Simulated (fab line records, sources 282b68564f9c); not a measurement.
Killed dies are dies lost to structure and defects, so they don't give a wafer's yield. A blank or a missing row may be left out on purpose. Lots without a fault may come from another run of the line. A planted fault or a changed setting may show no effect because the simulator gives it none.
A struck lot beside a sound one | flow rit_cmos | 17 steps out of a route of 202
Sound: wafers L747.1, L747.5, L747.6. Struck: wafers L742.1, L742.4, L742.6. The cause comes at the end.
At each step with rows: each side's tool, then ch and its chambers, then its first start. Under that, the readings that differ: sound wafers | struck wafers | difference of the means | sigmas: that difference in standard deviations of wafers without a fault.
alike: readings whose means differ by less than 2 such deviations, and words and numbers that are the same on both sides. not compared: withheld readings, readings that some wafer has no value for, bounds like >300 that may hide the same value, and numbers for which the record gives no deviation and whose values overlap.
The two part at a step that has a row with sigmas, a row that says differs or no value, or rows on one side only. Numbers that don't overlap but have no deviation are shown without sigmas and don't part them. A reading that every wafer of one side lacks parts them only if that side has two wafers or more.

first, 2 steps without rows for these wafers: RIT_NRETRO_HARDBAKE_07 (time 120 s); RIT_NRETRO_IMPLANT_08.
RIT_NRETRO_STRIP_09: strips in O2, time 180 s.
  sound on plasma_asher-04 ch 0,1, day 5 23:19; struck on plasma_asher-03 ch 1, day 4 22:20
  reading             | sound       | struck      | difference | sigmas
  rf_refl_power_W (W) | 5.5 6.0 5.5 | 6.6 6.7 6.7 | +1.0       | +3
  alike: drypump_motor_current_A
  not compared: rf_hours_counter_h
RIT_NRETRO_TW_MEAS_10:
  sound on film_metro-04, day 5 23:29; struck on film_metro-01, day 4 22:30
  alike: NRETRO_TW
then, 6 steps without rows for these wafers: RIT_PRETRO_HMDS_00 (prime time 60 s); RIT_PRETRO_COAT_01 (resist thk 1300 nm); RIT_PRETRO_SOFTBAKE_02 (time 60 s); RIT_PRETRO_EXPOSE_03 (exposes mask M5, target cd 43700 nm); RIT_PRETRO_PEB_04; RIT_PRETRO_DEVELOP_05 (develop time 68 s).
RIT_PRETRO_OVL_MEAS_06:
  sound on overlay-02, day 6 00:26; struck on overlay-01, day 4 23:34
  reading         | sound         | struck      | difference | sigmas
  PRETRO_OVL (nm) | -1.7 -0.3 0.1 | 1.9 3.0 1.3 | +2.7       | +2
then, 1 step without rows for these wafers: RIT_PRETRO_HARDBAKE_07 (time 120 s).
RIT_PRETRO_IMPLANT_08:
  sound on implanter-04 ch 0, day 6 00:43; struck on implanter-01 ch 0, day 4 23:51
  reading            | sound                            | struck                        | difference | sigmas
  dose_ions_cm2      | 1.2002e+13 1.2015e+13 1.1987e+13 | 8.065e+12 8.048e+12 8.054e+12 | -3.946e+12 | -99 or more
  faraday_current_uA | 37.1 38.3 38.4                   | 26.0 24.7 25.7                | -12.5      | -16
  alike: tilt_deg
RIT_PRETRO_STRIP_09: strips in O2, time 180 s.
  sound on plasma_asher-01 ch 0,1, day 6 00:52; struck on plasma_asher-01 ch 0,1, day 5 00:00
  alike: drypump_motor_current_A, rf_refl_power_W
  not compared: rf_hours_counter_h
RIT_PRETRO_TW_MEAS_10:
  sound on film_metro-04, day 6 01:02; struck on film_metro-01, day 5 00:11
  reading   | sound             | struck            | difference | sigmas
  PRETRO_TW | 476.7 479.4 474.3 | 420.6 419.9 422.1 | -55.9      | -19
then, 1 step without rows for these wafers: RIT_GATE_WET_ETCH_00 (etches SiO2 in BOE, target depth 56 nm, time 60 s).
RIT_M1_PROBE_99:
  sound on prober-01, day 7 03:01; struck on prober-01, day 6 02:46
  reading                                    | sound                | struck               | difference | sigmas
  model.etest.nmos_0p3.r_on_ohm_um           | 2249 2252 2278       | 1996 2004 2005       | -258       |
  model.etest.nmos_turned.drive_ua_um        | 306.4 318.8 316.7    | 382.8 388.5 386.8    | +72.1      |
  model.etest.nmos_0p15.drive_ua_um          | 433.7 436.3 432.5    | 513.2 524.4 515.3    | +83.5      |
  model.etest.nmos_0p3.drive_ua_um           | 209.2 214.6 213.9    | 249.7 254.6 252.8    | +39.8      |
  model.etest.nmos_narrow.drive_ua_um        | 208.1 211.8 209.6    | 253.7 259.6 253.4    | +45.7      |
  model.etest.nmos_0p15.off_log10_a_um       | -10.76 -10.58 -10.63 | -9.068 -8.751 -8.729 | +1.807     |
  model.etest.retro_edge_nmos.off_log10_a_um | -10.56 -10.35 -10.46 | -8.924 -8.63 -8.623  | +1.731     |
  model.etest.ring.quiet_log10_a (angstrom)  | -8.275 -7.964 -8.06  | -6.994 -6.714 -6.715 | +1.292     |
  alike: killed_at_contacts, killed_at_front_end, killed_dies, killed_open, killed_short

WHERE THEY PART
First at RIT_NRETRO_STRIP_09; last, within this record, at RIT_PRETRO_TW_MEAS_10. Later steps at which nothing parts them and some readings are alike: RIT_M1_PROBE_99.

WHY: what the simulator had put in
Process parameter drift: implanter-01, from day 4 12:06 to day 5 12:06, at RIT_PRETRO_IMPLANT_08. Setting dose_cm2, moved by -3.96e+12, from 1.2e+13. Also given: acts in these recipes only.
